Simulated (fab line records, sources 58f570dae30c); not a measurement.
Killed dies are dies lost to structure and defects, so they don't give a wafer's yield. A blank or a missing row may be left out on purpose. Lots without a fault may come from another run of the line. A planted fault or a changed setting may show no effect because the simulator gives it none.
A sampling plan put to the test | flow berkeley_cmos170 | one fab line, 10 faults that these records tell of, each judged on the records of the lots that it struck
The plan is the line's own looks: the steps of the route at which a gauge or an inspection reads the wafer and doesn't change it. A look can be judged if struck wafers have a number there and the file gives its usual mean and standard deviation on fault-free wafers. Caught: at a look after the fault's first step, the mean of the struck wafers lies 4 or more of those standard deviations (sigma) from the usual mean. On the tool: the same test on the tool's own readings at the fault's steps. Another recipe on the struck wafers, or a record that is blank for them alone, also counts as caught.

THE FAULTS, as the simulator had put them in
1. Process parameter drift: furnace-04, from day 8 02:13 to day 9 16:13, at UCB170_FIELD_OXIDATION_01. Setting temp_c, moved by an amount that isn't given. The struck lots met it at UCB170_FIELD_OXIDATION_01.
2. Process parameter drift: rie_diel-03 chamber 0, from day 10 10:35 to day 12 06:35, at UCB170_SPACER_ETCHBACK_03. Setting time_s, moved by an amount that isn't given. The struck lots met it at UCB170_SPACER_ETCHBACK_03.
3. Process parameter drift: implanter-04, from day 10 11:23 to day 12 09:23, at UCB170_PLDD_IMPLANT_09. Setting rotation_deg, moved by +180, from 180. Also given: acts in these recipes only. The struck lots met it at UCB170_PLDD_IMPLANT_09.
4. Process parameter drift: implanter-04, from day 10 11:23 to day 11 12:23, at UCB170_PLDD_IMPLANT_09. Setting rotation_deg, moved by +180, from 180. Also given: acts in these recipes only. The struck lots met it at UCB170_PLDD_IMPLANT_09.
5. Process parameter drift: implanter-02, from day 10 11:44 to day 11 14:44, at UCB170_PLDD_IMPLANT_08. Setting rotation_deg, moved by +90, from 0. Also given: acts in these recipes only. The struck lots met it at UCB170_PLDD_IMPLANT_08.
6. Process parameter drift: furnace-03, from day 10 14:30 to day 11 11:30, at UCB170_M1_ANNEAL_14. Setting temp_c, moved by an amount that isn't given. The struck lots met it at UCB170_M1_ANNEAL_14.
7. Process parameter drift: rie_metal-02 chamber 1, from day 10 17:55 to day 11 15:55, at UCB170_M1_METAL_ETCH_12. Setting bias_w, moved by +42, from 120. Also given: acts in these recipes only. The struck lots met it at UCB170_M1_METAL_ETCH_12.
8. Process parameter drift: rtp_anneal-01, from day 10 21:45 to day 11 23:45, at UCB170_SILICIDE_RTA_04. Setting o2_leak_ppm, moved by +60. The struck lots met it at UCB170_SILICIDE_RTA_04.
9. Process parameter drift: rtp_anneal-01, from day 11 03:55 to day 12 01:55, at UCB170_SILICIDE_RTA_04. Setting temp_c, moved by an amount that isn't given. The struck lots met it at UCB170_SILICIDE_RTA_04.
10. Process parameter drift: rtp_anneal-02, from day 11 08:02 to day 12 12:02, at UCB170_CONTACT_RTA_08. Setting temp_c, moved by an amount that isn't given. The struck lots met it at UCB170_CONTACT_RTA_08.

WHAT THE PLAN SAW
fault | on the tool itself                 | first look that catches it                      | reading, sigma | median hours from its first step to that look | hours from the fault's start to the first struck lot there | judged looks passed uncaught
1     | tube_center_temp_C +66 sigma       | none of the 3 looks that can be judged after it | -              | -                                             | -                                                          | 3
2     | run_length_s +99 or beyond sigma   | no look after it can be judged                  | -              | -                                             | -                                                          | 0
3     | rotation_deg +99 or beyond sigma   | not the one look that can be judged after it    | -              | -                                             | -                                                          | 1
4     | rotation_deg +99 or beyond sigma   | none of the 2 looks that can be judged after it | -              | -                                             | -                                                          | 2
5     | rotation_deg +99 or beyond sigma   | none of the 2 looks that can be judged after it | -              | -                                             | -                                                          | 2
6     | spike_tc_centre_C -41 sigma        | no look after it can be judged                  | -              | -                                             | -                                                          | 0
7     | bias_w +99 or beyond sigma         | no look after it can be judged                  | -              | -                                             | -                                                          | 0
8     | chamber_o2_ppm +99 or beyond sigma | no look after it can be judged                  | -              | -                                             | -                                                          | 0
9     | wafer_temp_C_max +40 sigma         | no look after it can be judged                  | -              | -                                             | -                                                          | 0
10    | wafer_temp_C_max +26 sigma         | not the one look that can be judged after it    | -              | -                                             | -                                                          | 1
A dash: the fault isn't caught, or these records don't give the number.

Caught at a look: 0 of 10. Caught on the tool: 10 of 10. By one or the other: 10 of 10.
Caught on the tool alone: faults 1, 2, 3, 4, 5, 6, 7, 8, 9, 10.
